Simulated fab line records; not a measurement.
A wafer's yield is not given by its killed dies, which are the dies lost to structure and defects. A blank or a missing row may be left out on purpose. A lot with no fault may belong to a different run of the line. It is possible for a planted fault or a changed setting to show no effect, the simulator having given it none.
The tool behind it: which one? | flow rit_cmos | 45 wafers from 15 lots sampled at 3 of the route's 202 steps

== WHAT THE GAUGES SHOWED, per wafer ==
RIT_NRETRO_OVL_MEAS_06. Usual: NRETRO_OVL typically reads -1.4 nm, with standard deviation 1.4.
lot  | measured    | on         | NRETRO_OVL (nm) | flag
L488 | day 2 10:28 | overlay-01 | -1.5 -1.1 -0.3  |
L489 | day 2 14:23 | overlay-02 | -1.2 -0.2 0.3   |
L491 | day 2 22:49 | overlay-01 | 1.0 0.3 0.5     |
L492 | day 3 03:26 | overlay-02 | 1.0 0.1 -0.8    |
L493 | day 3 08:31 | overlay-02 | -2.4 -2.3 -1.8  |
L494 | day 3 13:34 | overlay-01 | -1.4 -3.0 -1.5  |
L495 | day 3 18:29 | overlay-01 | 0.0 -2.6 -2.1   |
L497 | day 4 06:16 | overlay-01 | 1.0 1.0 -1.0    |
L498 | day 4 11:13 | overlay-01 | -1.1 -0.7 -0.8  |
L499 | day 4 17:09 | overlay-01 | -2.8 -2.1 -2.6  |
L500 | day 4 21:33 | overlay-01 | -2.4 -4.1 -2.5  |
L506 | day 6 03:55 | overlay-01 | -2.1 -0.8 -2.9  |
L508 | day 6 15:01 | overlay-01 | - - -           | OFF
L509 | day 6 19:23 | overlay-01 | - - -           | OFF
L510 | day 6 21:14 | overlay-01 | - - -           | OFF

RIT_PRETRO_TW_MEAS_10. Usual: PRETRO_TW typically reads 472.9, with standard deviation 2.2.
lot  | measured    | on            | PRETRO_TW            | flag
L488 | day 2 12:49 | film_metro-02 | 472.3 471.2 471.7    |
L489 | day 2 16:44 | film_metro-02 | 472.8 471.9 473.2    |
L491 | day 3 01:10 | film_metro-01 | 473.2 471.4 473.5    |
L492 | day 3 05:37 | film_metro-02 | 476.7 476.4 475.2    |
L493 | day 3 10:48 | film_metro-01 | 471.3 473.1 474.0    |
L494 | day 3 15:43 | film_metro-02 | 475.8 473.6 476.1    |
L495 | day 3 20:40 | film_metro-03 | 472.9 471.4 471.0    |
L497 | day 4 08:34 | film_metro-01 | 470.8 470.1 470.3    |
L498 | day 4 13:31 | film_metro-01 | 468.7 468.0 470.8    |
L499 | day 4 19:26 | film_metro-03 | 475.9 476.2 474.1    |
L500 | day 4 23:51 | film_metro-03 | 470.4 472.5 472.8    |
L506 | day 6 06:13 | film_metro-01 | 471.6 471.2 469.9    |
L508 | day 6 17:10 | film_metro-03 | 1063.4 1066.1 1065.5 | OFF
L509 | day 6 21:33 | film_metro-03 | 1065.7 1070.3 1073.2 | OFF
L510 | day 6 23:32 | film_metro-03 | 1072.4 1074.6 1079.6 | OFF

== WHICH TOOL RAN EACH LOT (tool, then ch and the chambers of the sampled wafers, then the start) ==
lot  | RIT_NRETRO_COAT_01
L488 | litho_track-02 ch 0, day 2 09:37
L489 | litho_track-03 ch 0, day 2 13:32
L491 | litho_track-02 ch 0, day 2 22:05
L492 | litho_track-03 ch 0, day 3 02:37
L493 | litho_track-02 ch 0, day 3 07:40
L494 | litho_track-02 ch 0, day 3 12:41
L495 | litho_track-03 ch 0, day 3 17:48
L497 | litho_track-04 ch 0, day 4 05:32
L498 | litho_track-03 ch 0, day 4 10:17
L499 | litho_track-04 ch 0, day 4 16:18
L500 | litho_track-04 ch 0, day 4 20:45
L506 | litho_track-02 ch 0, day 6 03:04
L508 | litho_track-02, day 6 14:06
L509 | litho_track-03, day 6 18:32
L510 | litho_track-04, day 6 20:31
- RIT_NRETRO_COAT_01: resist thk 1300 nm.

== AS READ BY THE TOOLS THEMSELVES (means over the sampled wafers that have a number; for cases with no such wafer, the mark the record gives instead) ==
RIT_NRETRO_COAT_01. Usual: chill_plate_temp_C 23.01 C, standard deviation 0.11; dispense_pressure_kPa 50.9 kPa, standard deviation 1.7.
lot  | tool           | chill_plate_temp_C (C) | dispense_pressure_kPa (kPa) | flag
L488 | litho_track-02 | 23.10                  | 50.7                        |
L489 | litho_track-03 | 23.06                  | 52.8                        |
L491 | litho_track-02 | 22.81                  | 50.6                        |
L492 | litho_track-03 | 23.07                  | 52.8                        |
L493 | litho_track-02 | 23.04                  | 50.6                        |
L494 | litho_track-02 | 23.15                  | 50.6                        |
L495 | litho_track-03 | 23.04                  | 52.8                        |
L497 | litho_track-04 | 22.99                  | 48.2                        |
L498 | litho_track-03 | 22.93                  | 52.8                        |
L499 | litho_track-04 | 22.90                  | 48.2                        |
L500 | litho_track-04 | 23.05                  | 48.2                        |
L506 | litho_track-02 | 23.01                  | 50.7                        |
L508 | litho_track-02 | -                      | -                           | OFF
L509 | litho_track-03 | -                      | -                           | OFF
L510 | litho_track-04 | -                      | -                           | OFF

== THE ANSWER, worked out from the rows above alone ==
Rule: a lot is off if the mean of its wafers that have a number lies more than 3 standard deviations from the usual mean. Also off: a lot with no number at a reading for which 4 or more lots have one. All remaining lots with rows at the step are treated as sound. Order of review: gauges by route order, followed by the tools' own readings, for which a lot's mean as printed above is used. The first step at which some lot is off is used, and at that step the reading that is off furthest; a lot without a number counts as furthest.
Off: L508, L509, L510, seen at RIT_NRETRO_OVL_MEAS_06 (NRETRO_OVL). Without a number there: L508, L509, L510.
A tool fits if, at a process step before that reading, it ran every lot that is off, and no sound lot after the first of them. Not tried: the gauges at RIT_NRETRO_OVL_MEAS_06; whatever is off there is also off at RIT_PRETRO_TW_MEAS_10, on other tools, and gauge error can't account for it. Of those tried, none fits.

== WHAT WAS PUT IN BY THE SIMULATOR ==
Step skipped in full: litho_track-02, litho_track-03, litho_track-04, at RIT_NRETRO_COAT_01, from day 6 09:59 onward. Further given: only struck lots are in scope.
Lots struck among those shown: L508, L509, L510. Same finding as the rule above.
